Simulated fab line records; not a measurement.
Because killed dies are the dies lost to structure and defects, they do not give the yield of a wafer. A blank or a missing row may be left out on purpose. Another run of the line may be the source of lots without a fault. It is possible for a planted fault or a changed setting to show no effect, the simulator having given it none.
Shared-tool check / flow rit cmos / 42 wafers sampled across 14 lots

== WHAT PROMPTED THE OPENING ==
At RIT_REOX_THK_MEAS_04 the reading REOX_OXIDE_THK is flagged on 2 of 14 lots. Fault-free wafers read 25.1 nm, with a standard deviation of 0.49.
Rule: a lot is flagged when every wafer of it that has a number lies more than 4 standard deviations from that mean, or none has a number. The rest of the lots are taken to be sound.

lot=L919; measured=day 2 22:32; on=film metro-03; REOX_OXIDE_THK (nm), wafer by wafer=25.6 25.9 25.7; flag=
lot=L920; measured=day 3 03:35; on=film metro-02; REOX_OXIDE_THK (nm), wafer by wafer=24.5 24.3 24.4; flag=
lot=L921; measured=day 3 08:41; on=film metro-04; REOX_OXIDE_THK (nm), wafer by wafer=25.3 25.5 25.3; flag=
lot=L922; measured=day 3 13:06; on=film metro-03; REOX_OXIDE_THK (nm), wafer by wafer=25.4 25.4 25.5; flag=
lot=L923; measured=day 3 17:12; on=film metro-03; REOX_OXIDE_THK (nm), wafer by wafer=36.3 36.7 36.4; flag=FLAGGED
lot=L924; measured=day 3 21:57; on=film metro-02; REOX_OXIDE_THK (nm), wafer by wafer=36.2 35.9 36.0; flag=FLAGGED
lot=L925; measured=day 4 04:29; on=film metro-04; REOX_OXIDE_THK (nm), wafer by wafer=24.6 24.6 24.6; flag=
lot=L932; measured=day 5 16:16; on=film metro-03; REOX_OXIDE_THK (nm), wafer by wafer=24.9 25.2 24.9; flag=
lot=L933; measured=day 5 20:13; on=film metro-02; REOX_OXIDE_THK (nm), wafer by wafer=26.5 26.3 25.9; flag=
lot=L937; measured=day 6 16:17; on=film metro-04; REOX_OXIDE_THK (nm), wafer by wafer=25.1 24.9 25.2; flag=
lot=L938; measured=day 6 20:11; on=film metro-02; REOX_OXIDE_THK (nm), wafer by wafer=25.4 25.3 25.4; flag=
lot=L939; measured=day 7 03:12; on=film metro-04; REOX_OXIDE_THK (nm), wafer by wafer=25.6 25.4 25.4; flag=
lot=L940; measured=day 7 05:45; on=film metro-04; REOX_OXIDE_THK (nm), wafer by wafer=24.1 24.5 24.2; flag=
lot=L941; measured=day 7 11:54; on=film metro-03; REOX_OXIDE_THK (nm), wafer by wafer=25.6 25.1 24.9; flag=
The numbers of the flagged lots are 36.2 nm on average: +11.1 nm against the usual, or +23 standard deviations.

== EACH LOT AND THE TOOL IT RAN ON ==
Before the reading, the record contains 2 process steps out of a 202-step route. Each cell gives the tool, then ch followed by the chambers the sampled wafers passed through, then the start.
lot=L919; flag=; RIT_NRETRO_STRIP_09=plasma asher-03 ch 0,1, day 2 10:14; RIT_REOX_OXIDATION_03=furnace-03 ch 0, day 2 19:59
lot=L920; flag=; RIT_NRETRO_STRIP_09=plasma asher-03 ch 0,1, day 2 17:22; RIT_REOX_OXIDATION_03=furnace-01 ch 0, day 3 01:02
lot=L921; flag=; RIT_NRETRO_STRIP_09=plasma asher-02 ch 0,1, day 2 22:39; RIT_REOX_OXIDATION_03=furnace-01 ch 0, day 3 06:08
lot=L922; flag=; RIT_NRETRO_STRIP_09=plasma asher-02 ch 0,1, day 3 03:05; RIT_REOX_OXIDATION_03=furnace-02 ch 0, day 3 10:32
lot=L923; flag=FLAGGED; RIT_NRETRO_STRIP_09=plasma asher-01 ch 0,1, day 3 07:19; RIT_REOX_OXIDATION_03=furnace-02 ch 0, day 3 14:39
lot=L924; flag=FLAGGED; RIT_NRETRO_STRIP_09=plasma asher-02 ch 0,1, day 3 11:15; RIT_REOX_OXIDATION_03=furnace-02 ch 0, day 3 19:23
lot=L925; flag=; RIT_NRETRO_STRIP_09=plasma asher-03 ch 0,1, day 3 17:26; RIT_REOX_OXIDATION_03=furnace-01 ch 0, day 4 01:55
lot=L932; flag=; RIT_NRETRO_STRIP_09=plasma asher-01 ch 0,1, day 5 06:14; RIT_REOX_OXIDATION_03=furnace-03 ch 0, day 5 13:41
lot=L933; flag=; RIT_NRETRO_STRIP_09=plasma asher-01 ch 1, day 5 09:19; RIT_REOX_OXIDATION_03=furnace-01 ch 0, day 5 17:40
lot=L937; flag=; RIT_NRETRO_STRIP_09=plasma asher-01 ch 0,1, day 6 05:20; RIT_REOX_OXIDATION_03=furnace-03 ch 0, day 6 13:44
lot=L938; flag=; RIT_NRETRO_STRIP_09=plasma asher-03 ch 0, day 6 09:15; RIT_REOX_OXIDATION_03=furnace-02 ch 0, day 6 17:38
lot=L939; flag=; RIT_NRETRO_STRIP_09=plasma asher-01 ch 0,1, day 6 16:55; RIT_REOX_OXIDATION_03=furnace-03 ch 0, day 7 00:39
lot=L940; flag=; RIT_NRETRO_STRIP_09=plasma asher-02 ch 0,1, day 6 19:19; RIT_REOX_OXIDATION_03=furnace-03 ch 0, day 7 03:12
lot=L941; flag=; RIT_NRETRO_STRIP_09=plasma asher-03 ch 0,1, day 7 01:46; RIT_REOX_OXIDATION_03=furnace-02 ch 0, day 7 09:19
What the steps here do:
- RIT_NRETRO_STRIP_09: strips in O2, time 180 s.
- RIT_REOX_OXIDATION_03: target thk 25.2 nm, ox time 5580 s.
- RIT_REOX_THK_MEAS_04

== FLAGGED AGAINST TOTAL, ONE TOOL AT A TIME (gauges that did the reading follow at the end) ==
step=RIT_NRETRO_STRIP_09; tool=plasma asher-01; lots run=5; flagged=1; share of the flagged lots=some; sound lots run after its first flagged lot=4 (L932,L933,L937,L939)
step=RIT_NRETRO_STRIP_09; tool=plasma asher-02; lots run=4; flagged=1; share of the flagged lots=some; sound lots run after its first flagged lot=1 (L940)
step=RIT_NRETRO_STRIP_09; tool=plasma asher-03; lots run=5; flagged=0; share of the flagged lots=none; sound lots run after its first flagged lot=-
step=RIT_REOX_OXIDATION_03; tool=furnace-01; lots run=4; flagged=0; share of the flagged lots=none; sound lots run after its first flagged lot=-
step=RIT_REOX_OXIDATION_03; tool=furnace-02; lots run=5; flagged=2; share of the flagged lots=all; sound lots run after its first flagged lot=2 (L938,L941)
step=RIT_REOX_OXIDATION_03; tool=furnace-03; lots run=5; flagged=0; share of the flagged lots=none; sound lots run after its first flagged lot=-
step=RIT_REOX_THK_MEAS_04; tool=film metro-02; lots run=4; flagged=1; share of the flagged lots=some; sound lots run after its first flagged lot=2 (L933,L938)
step=RIT_REOX_THK_MEAS_04; tool=film metro-03; lots run=5; flagged=1; share of the flagged lots=some; sound lots run after its first flagged lot=2 (L932,L941)
step=RIT_REOX_THK_MEAS_04; tool=film metro-04; lots run=5; flagged=0; share of the flagged lots=none; sound lots run after its first flagged lot=-

== THE TABLE: WHAT IT ALLOWS ==
In the table, 1 row covers all flagged lots: furnace-02 at RIT_REOX_OXIDATION_03.
- furnace-02 at RIT_REOX_OXIDATION_03: 2 of its 5 lots flagged. Lots that were sound ran on it after the first flagged one (L938, L941); a persistent fault on the entire tool would not allow that. Its own readings lie more than 4 standard deviations out on every wafer of the flagged lots: spike tc centre C, spike tc load C, spike tc source C, tube center temp C, tube_center_temp_C_max.
None of the table's rows ran every flagged lot and, after the first, no sound lot.

== WHAT WAS PUT IN BY THE SIMULATOR ==
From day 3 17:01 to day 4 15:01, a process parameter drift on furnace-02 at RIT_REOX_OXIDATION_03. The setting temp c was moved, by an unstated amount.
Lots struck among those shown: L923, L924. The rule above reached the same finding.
